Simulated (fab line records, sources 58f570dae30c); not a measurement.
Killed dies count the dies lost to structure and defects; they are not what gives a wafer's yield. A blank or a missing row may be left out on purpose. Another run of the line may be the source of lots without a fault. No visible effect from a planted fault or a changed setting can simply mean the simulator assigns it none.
Which tool is to blame? :: flow berkeleyCmos170 :: Sampling: 14 lots, 42 wafers, 3 of 331 route steps

== WHAT THE GAUGES READ, wafer by wafer ==
UCB170_V1_THK_MEAS_04.
lot: L293
measured: day 8 17:44
on: filmMetro-02
V1_POLISHED_THK (nm): 1001.6 1001.2 1002.1

lot: L294
measured: day 9 07:54
on: filmMetro-01
V1_POLISHED_THK (nm): 997.7 997.7 999.4

lot: L295
measured: day 10 07:26
on: filmMetro-02
V1_POLISHED_THK (nm): 999.6 998.7 1000.3

lot: L297
measured: day 10 04:46
on: filmMetro-01
V1_POLISHED_THK (nm): 998.7 998.4 1001.1

lot: L298
measured: day 10 06:07
on: filmMetro-02
V1_POLISHED_THK (nm): 1000.8 999.2 1001.2

lot: L300
measured: day 10 22:07
on: filmMetro-02
V1_POLISHED_THK (nm): 999.8 1002.5 1000.5

lot: L302
measured: day 11 21:14
on: filmMetro-01
V1_POLISHED_THK (nm): 1000.6 1000.9 999.3

lot: L304
measured: day 12 19:42
on: filmMetro-02
V1_POLISHED_THK (nm): 997.2 996.8 998.1

lot: L305
measured: day 12 18:22
on: filmMetro-02
V1_POLISHED_THK (nm): 999.9 999.4 999.4

lot: L306
measured: day 12 19:47
on: filmMetro-01
V1_POLISHED_THK (nm): 1001.2 1000.8 1000.4

lot: L310
measured: day 13 15:07
on: filmMetro-01
V1_POLISHED_THK (nm): 998.3 1001.4 998.6

lot: L314
measured: day 14 17:49
on: filmMetro-02
V1_POLISHED_THK (nm): 1001.6 1002.0 1000.6

lot: L315
measured: day 14 20:29
on: filmMetro-04
V1_POLISHED_THK (nm): 1000.9 999.9 998.3

lot: L316
measured: day 14 19:08
on: filmMetro-04
V1_POLISHED_THK (nm): 997.5 999.0 999.4

UCB170_V1_OVL_MEAS_13.
lot: L293
measured: day 8 18:56
on: overlay-01
V1_OVL (nm): -3 -1 -4

lot: L294
measured: day 9 09:13
on: overlay-02
V1_OVL (nm): -2 2 2

lot: L295
measured: day 10 09:55
on: overlay-02
V1_OVL (nm): 1 5 -5

lot: L297
measured: day 10 09:34
on: overlay-01
V1_OVL (nm): -12 -7 -7

lot: L298
measured: day 10 09:38
on: overlay-02
V1_OVL (nm): -7 -3 -9

lot: L300
measured: day 11 02:08
on: overlay-01
V1_OVL (nm): -10 -11 -6

lot: L302
measured: day 11 23:40
on: overlay-02
V1_OVL (nm): -13 -3 -3

lot: L304
measured: day 12 22:03
on: overlay-01
V1_OVL (nm): 3 -8 -4

lot: L305
measured: day 12 20:46
on: overlay-02
V1_OVL (nm): 6 -3 4

lot: L306
measured: day 12 22:20
on: overlay-02
V1_OVL (nm): -11 -2 -7

lot: L310
measured: day 13 16:34
on: overlay-01
V1_OVL (nm): 4 1 -2

lot: L314
measured: day 14 19:14
on: overlay-02
V1_OVL (nm): -12 -14 -13

lot: L315
measured: day 14 23:04
on: overlay-02
V1_OVL (nm): -1 0 -4

lot: L316
measured: day 14 20:34
on: overlay-02
V1_OVL (nm): -9 -1 -5

== TOOL THAT RAN EACH LOT (tool first, then ch and the chambers of the sampled wafers, then the start) ==
lot: L293
UCB170_WELLDRIVE_CLEAN_00: wetBench-01 ch 3, day 3 14:30

lot: L294
UCB170_WELLDRIVE_CLEAN_00: wetBench-04 ch 1, day 3 21:58

lot: L295
UCB170_WELLDRIVE_CLEAN_00: wetBench-01 ch 0, day 4 07:30

lot: L297
UCB170_WELLDRIVE_CLEAN_00: wetBench-04 ch 2, day 4 07:32

lot: L298
UCB170_WELLDRIVE_CLEAN_00: wetBench-04 ch 3, day 4 15:22

lot: L300
UCB170_WELLDRIVE_CLEAN_00: wetBench-01 ch 0, day 4 23:33

lot: L302
UCB170_WELLDRIVE_CLEAN_00: wetBench-04 ch 1, day 5 12:51

lot: L304
UCB170_WELLDRIVE_CLEAN_00: wetBench-04 ch 2, day 5 20:40

lot: L305
UCB170_WELLDRIVE_CLEAN_00: wetBench-04 ch 3, day 6 06:05

lot: L306
UCB170_WELLDRIVE_CLEAN_00: wetBench-03 ch 3, day 6 06:10

lot: L310
UCB170_WELLDRIVE_CLEAN_00: wetBench-03 ch 3, day 7 13:05

lot: L314
UCB170_WELLDRIVE_CLEAN_00: wetBench-01 ch 2, day 8 16:38

lot: L315
UCB170_WELLDRIVE_CLEAN_00: wetBench-01 ch 0, day 9 04:01

lot: L316
UCB170_WELLDRIVE_CLEAN_00: wetBench-03 ch 1, day 9 04:18
- UCB170_WELLDRIVE_CLEAN_00: cleans in SPM, time 600 s.

== WHAT THE TOOLS THEMSELVES READ (means of the sampled wafers that have a number; where no wafer has one, the mark that the record gives instead) ==
The record holds no such reading with a usual standard deviation.

== THE ANSWER, worked out from the rows above alone ==
Rule: the lots themselves supply what counts as usual. Put in order of their means at a reading, lots are off if they are a third of the lots or fewer, leave a main group of 4 or more, and stand apart from it by a gap of 3 or more times the standard deviation of the main group's means; of several such gaps the widest counts. If all means in a main group match to the digits the tables above print for the reading, that group is not used. Also off: a lot with no number at a reading for which 4 or more lots have one. The other lots that the step has rows for count as sound. The gauges are gone through in route order, then the tools' own readings, and for those a lot's mean is taken as printed above. At the first step where some lot is off, the reading lying furthest off is the one used; lots without a number count as furthest.
No lot is off at any reading shown: from this, nothing can be told.

== WHAT THE SIMULATOR HAD INSERTED ==
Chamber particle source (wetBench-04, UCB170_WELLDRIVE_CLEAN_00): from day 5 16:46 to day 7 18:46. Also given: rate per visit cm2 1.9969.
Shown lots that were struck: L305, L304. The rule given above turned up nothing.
